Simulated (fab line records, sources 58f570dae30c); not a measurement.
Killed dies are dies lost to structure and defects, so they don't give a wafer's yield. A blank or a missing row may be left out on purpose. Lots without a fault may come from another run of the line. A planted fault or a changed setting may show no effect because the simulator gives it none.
A struck lot beside a sound one | flow berkeley_cmos170 | 43 steps out of a route of 331
Sound: wafers L882.2, L882.3, L882.6. Struck: wafers L879.3, L879.5, L879.6. The cause comes at the end.
At each step with rows: each side's tool, then ch and its chambers, then its first start. Under that, the readings that differ: sound wafers | struck wafers | difference of the means | sigmas: that difference in standard deviations of wafers without a fault.
alike: readings whose means differ by less than 2 such deviations, and words and numbers that are the same on both sides. not compared: withheld readings, readings that some wafer has no value for, bounds like >300 that may hide the same value, and numbers for which the record gives no deviation and whose values overlap.
The two part at a step that has a row with sigmas, a row that says differs or no value, or rows on one side only. Numbers that don't overlap but have no deviation are shown without sigmas and don't part them. A reading that every wafer of one side lacks parts them only if that side has two wafers or more.

first, 3 steps without rows for these wafers: UCB170_PVT_EXPOSE_03 (exposes mask NWELL, target cd 3000 nm); UCB170_PVT_PEB_04; UCB170_PVT_DEVELOP_05 (develop time 45 s).
UCB170_PVT_OVL_MEAS_06:
  sound on overlay-01, day 10 20:43; struck on overlay-01, day 10 10:17
  alike: PVT_OVL
then, 1 step without rows for these wafers: UCB170_PVT_IMPLANT_07.
UCB170_PVT_STRIP_08: strips in O2.
  sound on plasma_asher-01 ch 0,1, day 10 20:54; struck on plasma_asher-01 ch 0,1, day 10 10:29
  alike: drypump_motor_current_A, oes_product_au, strip_time_to_endpoint_s
  not compared: rf_hours_counter_h
UCB170_PVT_TW_MEAS_09:
  sound on film_metro-03, day 10 21:01; struck on film_metro-01, day 10 10:34
  alike: PVT_TW
then, 1 step without rows for these wafers: UCB170_GATE_WET_ETCH_00 (etches SiO2 in dHF, time 200 s).
UCB170_FIELD_THK_MEAS_91:
  sound on film_metro-01, day 10 21:08; struck on film_metro-04, day 10 10:42
  reading                     | sound       | struck      | difference | sigmas
  FIELD_OXIDE_LEFT_2_THK (nm) | 331 336 333 | 365 373 367 | +35        | +4
then, 1 step without rows for these wafers: UCB170_GATE_OXIDATION_01 (target thk 6.6 nm, ox time 1800 s).
UCB170_GATE_THK_MEAS_02:
  sound on film_metro-03, day 11 06:04; struck on film_metro-02, day 10 15:04
  alike: GATE_OXIDE_THK
then, 1 step without rows for these wafers: UCB170_GATE_ANNEAL_03 (time 1800 s).
UCB170_GATE_CVD_04: deposits poly-Si from SiH4, time 1440 s, target thk 214 nm.
  sound on lpcvd-01 ch 0, day 11 13:17; struck on lpcvd-02 ch 1, day 10 21:56
  reading                                  | sound                | struck               | difference | sigmas
  spike_tc_centre_C (C)                    | 613.2 615.9 613.6    | 601.7 601.6 601.1    | -12.8      | -12
  spike_tc_load_C (C)                      | 632.2 631.3 632.3    | 620.4 621.9 619.6    | -11.3      | -9
  spike_tc_source_C (C)                    | 626.8 628.3 629.3    | 617.0 617.2 615.8    | -11.5      | -10
  susceptor_temp_C (C)                     | 610.31 610.58 610.32 | 598.10 598.17 598.51 | -12.14     | -45
  model.poly-Si_of_GATE_CVD_04.thk_nm (nm) | 214 211.8 213        | 160.1 160.1 159.8    | -52.9      |
  alike: zone_power_centre_pct
UCB170_GATE_THK_MEAS_05:
  sound on film_metro-04, day 11 14:41; struck on film_metro-02, day 10 23:26
  reading            | sound             | struck            | difference | sigmas
  GATE_POLY_THK (nm) | 214.0 211.9 213.1 | 160.1 159.9 159.8 | -53.1      | -24
then, 6 steps without rows for these wafers: UCB170_GATE_COAT_06; UCB170_GATE_COAT_07 (resist thk 900 nm); UCB170_GATE_SOFTBAKE_08 (time 60 s); UCB170_GATE_EXPOSE_09 (exposes mask POLY, target cd 350 nm); UCB170_GATE_PEB_10; UCB170_GATE_DEVELOP_11 (develop time 45 s).
UCB170_GATE_CD_MEAS_12: target cd 350 nm.
  sound on cd_sem-02, day 11 15:53; struck on cd_sem-01, day 11 01:18
  alike: cd_nm
UCB170_GATE_OVL_MEAS_13:
  sound on overlay-01, day 11 15:59; struck on overlay-02, day 11 01:23
  reading       | sound | struck  | difference | sigmas
  GATE_OVL (nm) | 8 3 8 | 0 -5 -4 | -9         | -2
UCB170_GATE_ETCH_14: etches BARC in N2/H2.
  sound on rie_diel-02 ch 0,1, day 11 16:01; struck on rie_diel-03 ch 1,2,3, day 11 01:25
  alike: drypump_motor_current_A, oes_product_au, rf_fwd_power_W, throttle_valve_pct
UCB170_GATE_ETCH_15: etches poly-Si in HBr/Cl2, stops on SiO2, time 56.3 s, target depth 278.2 nm.
  sound on rie_si-01 ch 1,3, day 11 16:04; struck on rie_si-01 ch 2,3, day 11 01:28
  reading                          | sound             | struck            | difference | sigmas
  oes_product_au (a.u.)            | 0.842 0.846 0.847 | 0.678 0.713 0.678 | -0.155     | -9
  model.GATE.feature_depth_nm (nm) | 214.1 211.9 213.2 | 160.1 160.2 159.9 | -53.0      |
  model.etch.depth_nm (nm)         | 214 211.8 213     | 160.1 160.1 159.8 | -52.9      |
  alike: drypump_motor_current_A, rf_fwd_power_W, throttle_valve_pct
  not compared: rf_hours_counter_h
UCB170_GATE_STRIP_16: strips in O2.
  sound on plasma_asher-02 ch 1, day 11 16:07; struck on plasma_asher-01 ch 0,1, day 11 01:32
  alike: drypump_motor_current_A, oes_product_au
  not compared: rf_hours_counter_h
UCB170_GATE_CD_MEAS_90: target cd 350 nm.
  sound on cd_sem-01, day 11 16:14; struck on cd_sem-02, day 11 01:39
  alike: cd_nm
then, 7 steps without rows for these wafers: UCB170_GATE_CLEAN_17 (cleans in SPM, time 600 s); UCB170_PLDD_HMDS_00 (prime time 60 s); UCB170_PLDD_COAT_01 (resist thk 900 nm); UCB170_PLDD_SOFTBAKE_02 (time 60 s); UCB170_PLDD_EXPOSE_03 (exposes mask PSELECT, target cd 1200 nm); UCB170_PLDD_PEB_04; UCB170_PLDD_DEVELOP_05 (develop time 45 s).
UCB170_PLDD_CD_MEAS_06: target cd 1200 nm.
  sound on cd_sem-01, day 11 17:53; struck on cd_sem-02, day 11 03:29
  alike: cd_nm
UCB170_PLDD_OVL_MEAS_07:
  sound on overlay-01, day 11 18:00; struck on overlay-02, day 11 03:34
  alike: PLDD_OVL
then, 2 steps without rows for these wafers: UCB170_PLDD_IMPLANT_08; UCB170_PLDD_IMPLANT_09.
UCB170_PLDD_STRIP_10: strips in O2.
  sound on plasma_asher-03 ch 0,1, day 11 18:20; struck on plasma_asher-03 ch 0,1, day 11 03:56
  alike: drypump_motor_current_A, oes_product_au, strip_time_to_endpoint_s
  not compared: rf_hours_counter_h
UCB170_PLDD_TW_MEAS_11:
  sound on film_metro-02, day 11 18:26; struck on film_metro-03, day 11 04:03
  alike: PLDD_TW
then, 3 steps without rows for these wafers: UCB170_PLDD_CLEAN_12 (cleans in SPM, time 600 s); UCB170_NLDD_HMDS_00 (prime time 60 s); UCB170_NLDD_COAT_01 (resist thk 900 nm).
UCB170_SILICIDE_PRE_CLEAN_00: preclean etch time 60 s.
  sound on pvd_sputter-02, day 12 09:08; struck on pvd_sputter-02, day 11 17:07
  reading                                  | sound             | struck            | difference | sigmas
  model.poly-Si_of_GATE_CVD_04.thk_nm (nm) | 207.1 204.8 206.1 | 153.3 153.2 153.1 | -52.8      |

WHERE THEY PART
First at UCB170_FIELD_THK_MEAS_91; last, within this record, at UCB170_GATE_ETCH_15. Later steps at which nothing parts them and some readings are alike: UCB170_GATE_STRIP_16, UCB170_GATE_CD_MEAS_90, UCB170_PLDD_CD_MEAS_06, UCB170_PLDD_OVL_MEAS_07, UCB170_PLDD_STRIP_10, UCB170_PLDD_TW_MEAS_11.

WHY: what the simulator had put in
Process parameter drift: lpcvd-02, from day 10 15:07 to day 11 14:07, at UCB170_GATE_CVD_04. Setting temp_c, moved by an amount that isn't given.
